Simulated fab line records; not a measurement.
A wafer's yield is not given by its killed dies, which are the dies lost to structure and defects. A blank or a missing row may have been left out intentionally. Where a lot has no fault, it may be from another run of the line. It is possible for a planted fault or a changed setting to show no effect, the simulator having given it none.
Struck lot and sound lot, side by side | flow rit-cmos | 43 steps out of a route of 202
Sound: the wafers L743.1, L743.5, L743.6. Wafers L737.1, L737.3, L737.4 were the ones struck. At the end, the cause is stated.
Per side, at each step with rows, come the tool, then ch with its chambers, and then its first start. Under that, the readings that differ: sound wafers | struck wafers | difference of the means | sigmas: that difference in standard deviations of wafers without a fault.
alike: readings whose means differ by less than 2 such deviations, and words and numbers that are the same on both sides. not compared: withheld readings, readings that some wafer has no value for, bounds like >300 that may hide the same value, and numbers for which the record gives no deviation and whose values overlap.
Wherever a step has rows on one side only, a row that says differs or no value, or a row with sigmas, the two part there. Non-overlapping numbers with no deviation appear without sigmas and do not part them. A reading missing from all wafers of one side parts the sides only when that side holds two or more wafers.

RIT_PRETRO_OVL_MEAS_06:
  sound on overlay-01 at day 5 02:49; struck on overlay-01 at day 3 18:33
  alike: PRETRO_OVL
then, 2 steps without rows for these wafers: RIT_PRETRO_HARDBAKE_07 (time 120 s); RIT_PRETRO_IMPLANT_08.
RIT_PRETRO_STRIP_09: strips in O2, time 180 s.
  sound on plasma-asher-04 ch 0,1, day 5 03:14; struck on plasma-asher-01 ch 0,1, day 3 18:59
  alike: drypump-motor-current-A
  not compared: rf-hours-counter-h
RIT_PRETRO_TW_MEAS_10:
  sound on film-metro-04 at day 5 03:25; struck on film-metro-03 at day 3 19:10
  alike: PRETRO_TW
then, 5 steps without rows for these wafers: RIT_GATE_WET_ETCH_00 (etches SiO2 in BOE, target depth 56 nm, time 60 s); RIT_GATE_CLEAN_01 (cleans in SC1, time 600 s); RIT_GATE_CLEAN_02 (cleans in dHF, time 30 s); RIT_GATE_CLEAN_03 (cleans in SC2, time 600 s); RIT_GATE_CLEAN_04 (cleans in dHF, time 60 s).
RIT_FOX2_THK_MEAS_91:
  sound on film-metro-01 at day 5 04:09; struck on film-metro-01 at day 3 19:40
  alike: FIELD_OXIDE_LEFT_2_THK
then, 1 step without rows for these wafers: RIT_GATE_OXIDATION_05 (target thk 3 nm, ox time 270 s).
RIT_GATE_ANNEAL_06: time 600 s.
  sound on furnace-04 ch 0, day 5 06:03; struck on furnace-03 ch 0, day 3 21:13
  alike: spike-tc-source-C
RIT_GATE_THK_MEAS_07:
  sound on film-metro-01 at day 5 06:18; struck on film-metro-03 at day 3 21:28
  alike: GATE_OXIDE_THK
then, 1 step without rows for these wafers: RIT_GATE_CVD_08 (deposits poly-Si from SiH4, target thk 250 nm, time 2220 s).
RIT_GATE_THK_MEAS_09:
  sound on film-metro-03 at day 5 09:38; struck on film-metro-02 at day 3 23:08
  alike: GATE_POLY_THK
then, 6 steps without rows for these wafers: RIT_GATE_HMDS_10 (prime time 60 s); RIT_GATE_COAT_11 (resist thk 850 nm); RIT_GATE_SOFTBAKE_12 (time 60 s); RIT_GATE_EXPOSE_13 (exposes mask M6, target cd 150 nm); RIT_GATE_PEB_14; RIT_GATE_DEVELOP_15 (develop time 50 s).
RIT_GATE_CD_MEAS_16: the cd target is 150 nm.
  sound on cd-sem-01 at day 5 10:40; struck on cd-sem-02 at day 4 00:20
  alike: cd-nm
RIT_GATE_OVL_MEAS_17:
  sound on overlay-02 at day 5 10:47; struck on overlay-01 at day 4 00:27
  alike: GATE_OVL
then, 1 step without rows for these wafers: RIT_GATE_HARDBAKE_18 (time 60 s).
RIT_GATE_ETCH_19: etches poly-Si in SF6/CHF3/O2, stops on SiO2, time 165 s, target depth 312.5 nm.
  sound on rie-si-02 ch 2,3, day 5 10:58; struck on rie-si-02 ch 0,1,3, day 4 00:38
  alike: SF6_flow_sccm, drypump-motor-current-A, oes-product-au, throttle-valve-pct
  not compared: rf-hours-counter-h
RIT_GATE_STRIP_20: strips in O2, time 180 s.
  sound on plasma-asher-04 ch 0,1, day 5 11:05; struck on plasma-asher-01 ch 0,1, day 4 00:44
  alike: drypump-motor-current-A
  not compared: rf-hours-counter-h
RIT_GATE_CD_MEAS_90: the cd target is 150 nm.
  sound on cd-sem-02 at day 5 11:16; struck on cd-sem-02 at day 4 00:55
  alike: cd-nm
then, 4 steps without rows for these wafers: RIT_REOX_CLEAN_00 (cleans in SC1, time 600 s); RIT_REOX_CLEAN_01 (cleans in dHF, time 30 s); RIT_REOX_CLEAN_02 (cleans in SC2, time 600 s); RIT_REOX_OXIDATION_03 (target thk 25.2 nm, ox time 5580 s).
RIT_REOX_THK_MEAS_04:
  sound on film-metro-04 at day 5 15:34; struck on film-metro-04 at day 4 04:28
  alike: REOX_OXIDE_THK
then, 6 steps without rows for these wafers: RIT_NLDD_HMDS_00 (prime time 60 s); RIT_NLDD_COAT_01 (resist thk 1000 nm); RIT_NLDD_SOFTBAKE_02 (time 60 s); RIT_NLDD_EXPOSE_03 (exposes mask M7, target cd 40700 nm); RIT_NLDD_PEB_04; RIT_NLDD_DEVELOP_05 (develop time 50 s).
RIT_NLDD_OVL_MEAS_06:
  sound on overlay-02 at day 5 16:44; struck on overlay-01 at day 4 05:40
  alike: NLDD_OVL
then, 2 steps without rows for these wafers: RIT_NLDD_HARDBAKE_07 (time 60 s); RIT_NLDD_IMPLANT_08.
RIT_M1_PROBE_99:
  sound on prober-02 at day 6 10:44; struck on prober-01 at day 4 21:26
  reading                                        | sound                | struck              | difference | sigmas
  model.etest.diode-nwell-sub.leak-log10-a-cm2   | -7.438 -7.564 -7.629 | -6.55 -6.623 -6.206 | +1.08      |
  model.etest.pmos_0p15.gate-bv-v (V)            | 4.688 4.698 4.611    | 4.212 4.196 4.202   | -0.462     |
  model.etest.nmos_0p15.gate-bv-v (V)            | 4.773 4.828 4.698    | 4.301 4.3 4.279     | -0.473     |
  model.etest.pmos_0p15.bv-v (V)                 | 5.564 5.571 5.564    | 5.272 5.257 5.278   | -0.297     |
  model.etest.pmos_0p3.bv-v (V)                  | 5.563 5.571 5.564    | 5.271 5.256 5.278   | -0.298     |
  model.etest.nmos_0p3.bv-v (V)                  | 5.471 5.482 5.417    | 5.195 5.198 5.193   | -0.261     |
  model.etest.nmos_0p15.bv-v (V)                 | 5.471 5.482 5.417    | 5.195 5.198 5.193   | -0.261     |
  model.etest.diode-pplus-nwell.leak-log10-a-cm2 | -6.235 -6.312 -6.25  | -5.676 -5.897 -5.99 | +0.411     |
  alike: killed-at-contacts, killed-at-front-end, killed-dies, killed-open, killed-short

== WHERE THEY PART ==
Nowhere in this record.

WHY: whatever the simulator had introduced
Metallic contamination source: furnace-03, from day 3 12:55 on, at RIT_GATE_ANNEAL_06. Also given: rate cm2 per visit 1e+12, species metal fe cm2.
